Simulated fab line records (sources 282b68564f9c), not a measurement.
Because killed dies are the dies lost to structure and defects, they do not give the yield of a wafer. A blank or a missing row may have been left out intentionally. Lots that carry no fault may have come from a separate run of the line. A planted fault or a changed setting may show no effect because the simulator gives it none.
Chamber matching ; flow rit_cmos ; RIT_SPACER_ETCHBACK_05 on rie_diel-03: 4 sister chambers
The step etches Si3N4 in SF6/CHF3, stops on SiO2, target depth 250 nm, time 240 s. 4 wafers are shown with their chamber, then 7 later ones without.

WAFERS WITH THEIR CHAMBER
wafer;chamber;throttle_valve_pct (%)
L183.1;0;10.62
L194.3;3;10.51
L197.2;2;10.12
L197.5;1;10.27

WAFERS WITH NO CHAMBER GIVEN
wafer;throttle_valve_pct (%)
L197.6;10.62
L199.1;10.52
L199.2;10.60
L199.3;10.12
L203.1;10.52
L203.2;10.11
L203.4;10.61

CHAMBER TAKEN BY EACH
wafer;from the rows above;in truth
L197.6;0;0
L199.1;3;3
L199.2;0;0
L199.3;2;2
L203.1;3;3
L203.2;2;2
L203.4;0;0
Placed correctly: 7 of 7. Number that these rows cannot place: 0. Placed wrongly: 0.
How it was worked out, from the rows above alone: a wafer's distance from a chamber is the root of the sum, over the readings, of the square of ((its reading less the chamber's mean) divided by the reading's scatter). If the next closest chamber is less than 2 further off than the closest, the wafer can't be placed; otherwise it belongs to the closest. For every chamber, the mean is computed from those of its wafers that are shown. The scatter: root of mean squared gap, hidden wafer to nearest shown wafer, with one shown wafer a chamber.
